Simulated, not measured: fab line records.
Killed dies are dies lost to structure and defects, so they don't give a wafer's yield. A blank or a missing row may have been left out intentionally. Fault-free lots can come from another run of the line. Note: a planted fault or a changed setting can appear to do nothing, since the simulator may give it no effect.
2 desks, one fault / flow berkeley cmos170 / each desk has only its own numbers; what lay behind them comes last

== THE METROLOGY DESK ==
What the gauges read, lot by lot, whatever tool the lot ran on: means of the sampled wafers that have a number. A lot is out of limits, marked OUT, if its mean lies more than 4 standard deviations from the usual mean; the brackets give that distance.
Columns: A = NWELL_TW at UCB170_NWELL_TW_MEAS_16, usual 1247; B = cd nm at UCB170_GATE_CD_MEAS_12, usual 350.0 nm; C = NSD_TW at UCB170_NSD_TW_MEAS_10, usual 4176
lot=L627; first seen here=day 2 04:32; A=1245; B=351.2; C=4166
lot=L628; first seen here=day 2 16:22; A=1248; B=349.4; C=4141
lot=L629; first seen here=day 2 23:44; A=1254; B=351.1; C=4165
lot=L630; first seen here=day 3 00:00; A=1254; B=350.6; C=4159
lot=L631; first seen here=day 3 03:50; A=1246; B=350.0; C=4165
lot=L633; first seen here=day 3 16:04; A=1254; B=350.9; C=4149
lot=L634; first seen here=day 3 21:58; A=1245; B=351.8; C=4158
lot=L635; first seen here=day 4 05:35; A=1237; B=377.4 (+18) OUT; C=4183
lot=L636; first seen here=day 4 10:35; A=1243; B=378.4 (+19) OUT; C=4145
lot=L637; first seen here=day 4 14:50; A=1241; B=363.4 (+9.0) OUT; C=4207
lot=L639; first seen here=day 5 06:21; A=1244; B=362.6 (+8.4) OUT; C=4211
lot=L641; first seen here=day 5 16:36; A=1245; B=348.2; C=4206
lot=L647; first seen here=day 6 16:58; A=1252; B=349.1; C=4223
lot=L648; first seen here=day 7 00:42; A=1241; B=349.5; C=4155
lot=L649; first seen here=day 7 05:22; A=1243; B=350.3; C=4210
This desk's verdict: out of limits on L635, L636, L637, L639, starting with L636 at day 9 08:22 (cd nm at UCB170_GATE_CD_MEAS_12). L627, L628, L629, L630, L631, L633, L634, L641, L647, L648, L649 stayed within limits.

== THE TOOL OWNER'S DESK: krf scanner-01 ==
The tool's own readings at UCB170_GATE_EXPOSE_09 (exposes mask POLY, target cd 350 nm): means of the sampled wafers that have a number, for each lot that ran on this tool. A lot is out of limits, marked OUT, if its mean lies more than 4 standard deviations from the usual mean; the brackets give that distance.
Columns: A = exposure dose mJ cm2 at UCB170_GATE_EXPOSE_09, usual 20.999; B = focus offset nm at UCB170_GATE_EXPOSE_09, usual 0.1 nm
lot=L627; first seen here=day 6 15:32; A=21.014; B=-0.1
lot=L628; first seen here=day 7 03:08; A=20.999; B=-0.2
lot=L630; first seen here=day 8 09:14; A=21.000; B=-0.2
lot=L633; first seen here=day 8 18:08; A=20.996; B=0.0
lot=L636; first seen here=day 9 07:34; A=18.188 (-99 or more) OUT; B=0.0
lot=L635; first seen here=day 9 07:47; A=18.189 (-99 or more) OUT; B=0.8
lot=L637; first seen here=day 9 18:34; A=19.187 (-86) OUT; B=0.0
lot=L639; first seen here=day 9 19:17; A=19.558 (-69) OUT; B=0.4
This desk's verdict: out of limits on L635, L636, L637, L639, starting with L636 at day 9 07:34 (exposure dose mJ cm2 at UCB170_GATE_EXPOSE_09). L627, L628, L630, L633 stayed within limits.

== ALL TOGETHER ==
The tool owner's desk had the chance to raise an alarm at day 9 07:34 on L635, L636, L637, L639.
L635, L636, L637, L639 would have let the metrology desk raise an alarm at day 9 08:22.
The lots listed all ran UCB170_GATE_EXPOSE_09 on krf scanner-01.

== WHAT THE SIMULATOR PUT IN ==
Process parameters drifting: krf scanner-01 at UCB170_GATE_EXPOSE_09, beginning at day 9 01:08. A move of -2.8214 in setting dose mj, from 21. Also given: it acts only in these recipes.
Shown lots that were struck: L635, L636, L637, L639.
Time in hours from fault onset to the first out-of-limits reading at each desk: tool owner's desk 6, metrology desk 7.
